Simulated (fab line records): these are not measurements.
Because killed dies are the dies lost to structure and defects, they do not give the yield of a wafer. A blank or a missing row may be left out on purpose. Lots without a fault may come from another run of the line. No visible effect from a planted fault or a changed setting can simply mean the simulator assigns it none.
2 desks looking at one fault | flow rit_cmos | each desk holds nothing but its own numbers, with what lay behind them at the end

## AT THE TOOL OWNER'S DESK: pvd_sputter-02
The tool's own readings at RIT_M1_SPUTTER_00 (material Al, target thk 400 nm, time 500 s): means of the sampled wafers that have a number, for each lot that ran on this tool. A lot is out of limits, marked OUT, if its mean lies more than 4 standard deviations from the usual mean; the brackets give that distance.
Columns: A = throttle_valve_pct at RIT_M1_SPUTTER_00, usual 30.4 %
lot  | first seen here | A
L290 | day 6 02:14     | 30.7
L292 | day 6 11:51     | 30.8
L295 | day 6 23:33     | 30.7
L300 | day 7 10:46     | 30.4
L305 | day 8 05:30     | 31.0
Result from this desk: across the 5 lots, nothing is out of limits.

## METROLOGY DESK
What the gauges read, lot by lot, whatever tool the lot ran on: means of the sampled wafers that have a number. A lot is out of limits, marked OUT, if its mean lies more than 4 standard deviations from the usual mean; the brackets give that distance.
Columns: A = M1_AL_RS at RIT_M1_RS_MEAS_01, usual 0.0731 ohm/sq; B = M1_AL_THK at RIT_M1_THK_MEAS_02, usual 398 nm
lot  | first seen here | A      | B
L283 | day 4 06:15     | 0.0748 | 386
L285 | day 5 00:25     | 0.0731 | 396
L286 | day 5 13:03     | 0.0739 | 390
L289 | day 6 02:10     | 0.0734 | 396
L287 | day 6 02:19     | 0.0733 | 399
L290 | day 6 02:32     | 0.0728 | 398
L292 | day 6 12:08     | 0.0714 | 410
L294 | day 6 21:56     | 0.0739 | 393
L296 | day 6 21:58     | 0.0735 | 396
L295 | day 6 23:51     | 0.0725 | 400
L300 | day 7 11:05     | 0.0689 | 423
L301 | day 7 15:37     | 0.0751 | 390
L302 | day 7 19:41     | 0.0735 | 393
L305 | day 8 05:47     | 0.0699 | 417
Result from this desk: across the 14 lots, nothing is out of limits.

## TAKEN TOGETHER
The desk of the tool owner found nothing out of limits.
Nothing out of limits was seen by the metrology desk.

## WHAT THE SIMULATOR PUT IN
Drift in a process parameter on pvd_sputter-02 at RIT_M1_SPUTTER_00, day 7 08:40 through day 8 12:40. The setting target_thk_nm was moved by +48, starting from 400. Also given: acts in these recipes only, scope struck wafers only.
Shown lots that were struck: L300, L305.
